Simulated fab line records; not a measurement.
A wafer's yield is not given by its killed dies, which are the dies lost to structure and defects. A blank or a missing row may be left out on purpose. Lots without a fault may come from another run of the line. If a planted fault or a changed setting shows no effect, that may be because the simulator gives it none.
Which tool is to blame?	flow rit_cmos	21 wafers from 7 lots sampled at 2 of the route's 202 steps

## WHAT THE GAUGES READ, wafer by wafer
RIT_PSD_TW_MEAS_10.
lot	measured	on	PSD_TW
L189	day 3 05:55	film_metro-04	3462 3463 3452
L192	day 3 22:35	film_metro-04	3456 3470 3464
L195	day 4 12:44	film_metro-02	3385 3391 3398
L197	day 4 23:16	film_metro-04	3483 3481 3450
L203	day 6 03:11	film_metro-01	3507 3516 3530
L208	day 7 05:49	film_metro-04	3436 3427 3444
L211	day 7 21:03	film_metro-02	3382 3356 3377

## WHICH TOOL RAN EACH LOT (tool, then ch and the chambers of the sampled wafers, then the start)
lot	RIT_PSD_STRIP_09
L189	plasma_asher-03 ch 0,1, day 3 05:47
L192	plasma_asher-01 ch 0,1, day 3 22:24
L195	plasma_asher-02 ch 0,1, day 4 12:33
L197	plasma_asher-01 ch 0,1, day 4 23:05
L203	plasma_asher-03 ch 0,1, day 6 03:02
L208	plasma_asher-01 ch 0,1, day 7 05:41
L211	plasma_asher-01 ch 0,1, day 7 20:55
- RIT_PSD_STRIP_09: strips in O2, time 180 s.

## THE ANSWER, worked out from the rows above alone
Rule: the lots themselves supply what counts as usual. Put in order of their means at a reading, lots are off if they are a third of the lots or fewer, leave a main group of 4 or more, and stand apart from it by a gap of 3 or more times the standard deviation of the main group's means; of several such gaps the widest counts. If all means in a main group match to the digits the tables above print for the reading, that group is not used. A lot without any number at a reading at which 4 lots or more have one is off too. All remaining lots with rows at the step are treated as sound.
None of the lots is off at any reading shown; this tells nothing.

## WHAT THE SIMULATOR HAD PUT IN
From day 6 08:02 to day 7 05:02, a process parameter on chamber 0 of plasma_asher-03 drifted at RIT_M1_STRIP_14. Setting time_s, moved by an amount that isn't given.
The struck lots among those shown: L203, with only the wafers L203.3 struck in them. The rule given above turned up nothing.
